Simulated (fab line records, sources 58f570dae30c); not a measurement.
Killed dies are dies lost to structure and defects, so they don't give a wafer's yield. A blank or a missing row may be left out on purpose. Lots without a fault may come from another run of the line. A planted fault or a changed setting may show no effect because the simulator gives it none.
A struck lot beside a sound one | flow berkeley_cmos170 | 16 steps out of a route of 331
Sound: wafers L475.1, L475.4, L475.6. Struck: wafer L472.3. (L472.1, L472.6 of the same lot were not struck and are left out.) The cause comes at the end.
At each step with rows: each side's tool, then ch and its chambers, then its first start. Under that, the readings that differ: sound wafers | struck wafers | difference of the means | sigmas: that difference in standard deviations of wafers without a fault.
alike: readings whose means differ by less than 2 such deviations, and words and numbers that are the same on both sides. not compared: withheld readings, readings that some wafer has no value for, bounds like >300 that may hide the same value, and numbers for which the record gives no deviation and whose values overlap.
The two part at a step that has a row with sigmas, a row that says differs or no value, or rows on one side only. Numbers that don't overlap but have no deviation are shown without sigmas and don't part them. A reading that every wafer of one side lacks parts them only if that side has two wafers or more.

UCB170_V2_CMP_02: polishes SiO2.
  sound on cmp-01 ch 1,2, day 10 23:50; struck on cmp-02 ch 3, day 10 00:49
  alike: motor_current_A, retaining_ring_pressure_frac, slurry_flow_ml_min
UCB170_V2_BOW_MEAS_03:
  sound on film_metro-04, day 11 00:08; struck on film_metro-02, day 10 01:01
  alike: V2_BOW
UCB170_V2_THK_MEAS_04:
  sound on film_metro-04, day 11 00:16; struck on film_metro-02, day 10 01:08
  reading              | sound                | struck | difference | sigmas
  V2_POLISHED_THK (nm) | 1002.0 1002.6 1002.5 | 999.9  | -2.5       | -2
then, 7 steps without rows for these wafers: UCB170_V2_CLEAN_05 (cleans in DIW); UCB170_V2_HMDS_06 (prime time 60 s); UCB170_V2_COAT_07 (resist thk 900 nm); UCB170_V2_SOFTBAKE_08 (time 60 s); UCB170_V2_EXPOSE_09 (exposes mask VIA2, target cd 700 nm); UCB170_V2_PEB_10; UCB170_V2_DEVELOP_11 (develop time 45 s).
UCB170_V2_CD_MEAS_12: target cd 700 nm.
  sound on cd_sem-01, day 11 01:42; struck on cd_sem-02, day 10 04:56
  reading    | sound             | struck | difference | sigmas
  cd_nm (nm) | 700.9 701.0 701.8 | 698.7  | -2.5       | -2
UCB170_V2_OVL_MEAS_13:
  sound on overlay-01, day 11 01:49; struck on overlay-01, day 10 05:03
  alike: V2_OVL
UCB170_V2_ETCH_14: etches SiO2 in CHF3/CF4/Ar, stops on Al, target depth 1250 nm, time 291 s.
  sound on rie_diel-04 ch 2,3, day 11 01:51; struck on rie_diel-01 ch 0, day 10 05:05
  reading                             | sound             | struck | difference | sigmas
  oes_product_au (a.u.)               | 0.870 0.862 0.877 | 0.929  | +0.059     | +5
  throttle_valve_pct (%)              | 6.74 6.92 6.73    | 7.16   | +0.36      | +3
  model.KrF_of_V2_COAT_07.thk_nm (nm) | 604.4 611.4 604.3 | 635.4  | +28.7      |
  alike: chamber_pressure_mTorr, drypump_motor_current_A
  not compared: rf_hours_counter_h
UCB170_V2_STRIP_15: strips in O2.
  sound on plasma_asher-04 ch 1, day 11 02:02; struck on plasma_asher-04 ch 0, day 10 05:16
  reading                      | sound             | struck | difference | sigmas
  strip_time_to_endpoint_s (s) | 15.18 15.34 15.16 | 15.83  | +0.60      | +5
  alike: chamber_pressure_mTorr, drypump_motor_current_A, oes_product_au
  not compared: rf_hours_counter_h
UCB170_V2_CD_MEAS_90: target cd 700 nm.
  sound on cd_sem-02, day 11 02:08; struck on cd_sem-02, day 10 05:22
  reading    | sound             | struck | difference | sigmas
  cd_nm (nm) | 701.1 700.0 701.8 | 697.7  | -3.3       | -2
UCB170_M3_PROBE_99:
  the record has rows for the sound wafers here (prober-02, day 11 05:06) and none for the struck ones

WHERE THEY PART
First at UCB170_V2_THK_MEAS_04; last, within this record, at UCB170_M3_PROBE_99.

WHY: what the simulator had put in
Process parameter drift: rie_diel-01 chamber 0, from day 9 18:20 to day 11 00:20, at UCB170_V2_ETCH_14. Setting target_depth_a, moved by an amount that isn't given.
